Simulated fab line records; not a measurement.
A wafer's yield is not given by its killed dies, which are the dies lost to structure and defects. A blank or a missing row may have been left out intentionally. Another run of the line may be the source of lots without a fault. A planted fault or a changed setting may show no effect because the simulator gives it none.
A struck lot beside a sound one    flow ritCmos    15 steps out of a route of 202
Sound: wafers L168.3, L168.4, L168.6. The struck wafers were L176.4, L176.5, L176.6. Last of all comes the cause.
Each step with rows lists, per side, the tool, then ch with its chambers, then its first start. Under that, the readings that differ: sound wafers    struck wafers    difference of the means    sigmas: that difference in standard deviations of wafers without a fault.
alike: a reading whose means differ by less than 2 such deviations, as well as words and numbers matching on both sides. not compared: withheld readings; readings where some wafer has no value; bounds like >300 that might hide an equal value; numbers whose values overlap and for which the record gives no deviation.
The two part at a step that has a row with sigmas, a row that says differs or no value, or rows on one side only. Non-overlapping numbers with no deviation appear without sigmas and do not part them. A reading missing from all wafers of one side parts the sides only when that side holds two or more wafers.

first, 4 steps without rows for these wafers: RIT_CONTACT_SOFTBAKE_04 (time 60 s); RIT_CONTACT_EXPOSE_05 (exposes mask M11, target cd 1000 nm); RIT_CONTACT_PEB_06; RIT_CONTACT_DEVELOP_07 (develop time 120 s).
RIT_CONTACT_CD_MEAS_08: the cd target is 1000 nm.
  sound on cdSem-02 at day 4 08:31; struck on cdSem-02 at day 5 21:26
reading    sound                 struck             difference  sigmas
cdNm (nm)  1004.4 1005.6 1004.1  997.2 997.1 995.1  -8.2        -3
RIT_CONTACT_OVL_MEAS_09:
  sound on overlay-01 at day 4 08:37; struck on overlay-02 at day 5 21:31
  alike: CONTACT_OVL
then, 1 step without rows for these wafers: RIT_CONTACT_HARDBAKE_10 (time 60 s).
RIT_CONTACT_ETCH_11: etches SiO2 in CHF3/CF4/Ar, stops on TiSi2, target depth 480 nm, time 320 s.
  sound on rieDiel-04 ch 1,3, day 4 08:47; struck on rieDiel-01 ch 0,1,3, day 5 21:44
  alike: drypumpMotorCurrentA, oesProductAu, throttleValvePct
  not compared: rfHoursCounterH
RIT_CONTACT_STRIP_12: strips in O2, time 180 s.
  sound on plasmaAsher-03 ch 0,1, day 4 09:02; struck on plasmaAsher-02 ch 0,1, day 5 21:59
  alike: drypumpMotorCurrentA, rfReflPowerW
  not compared: rfHoursCounterH
RIT_CONTACT_CD_MEAS_90: the cd target is 1000 nm.
  sound on cdSem-02 at day 4 09:17; struck on cdSem-02 at day 5 22:10
reading    sound                 struck             difference  sigmas
cdNm (nm)  1004.3 1005.7 1004.0  997.5 997.6 995.2  -7.9        -3
then, 2 steps without rows for these wafers: RIT_CONTACT_CLEAN_13 (cleans in SC1, time 600 s); RIT_CONTACT_CLEAN_14 (cleans in SC2, time 600 s).
RIT_M1_SPUTTER_00: material Al, target thk 400 nm, time 522.4 s.
  sound on pvdSputter-03 at day 4 09:53; struck on pvdSputter-03 at day 5 22:35
reading                 sound                 struck                difference  sigmas
chamberPressurePa (Pa)  0.4000 0.4007 0.4005  0.4178 0.4176 0.4175  +0.0172     +22
  alike: throttleValvePct
RIT_M1_RS_MEAS_01: the measuring method here is four-point-probe.
  sound on filmMetro-04 at day 4 10:13; struck on filmMetro-01 at day 5 22:56
  alike: M1_AL_RS
RIT_M1_PROBE_99:
  sound on prober-02 at day 4 14:00; struck on prober-01 at day 6 02:45
  alike: defectLimitedYield, killedAtFrontEnd, killedDies, killedOpen, killedShort, sort_bin_3_pad_short, sort_bin_5_function, sort_bin_6_memory, sortNPass, sortYieldPct

## WHERE THEY PART
First at RIT_CONTACT_CD_MEAS_08; last, within this record, at RIT_M1_SPUTTER_00. Later steps at which nothing parts them and some readings are alike: RIT_M1_RS_MEAS_01, RIT_M1_PROBE_99.

WHY: what had been put in by the simulator
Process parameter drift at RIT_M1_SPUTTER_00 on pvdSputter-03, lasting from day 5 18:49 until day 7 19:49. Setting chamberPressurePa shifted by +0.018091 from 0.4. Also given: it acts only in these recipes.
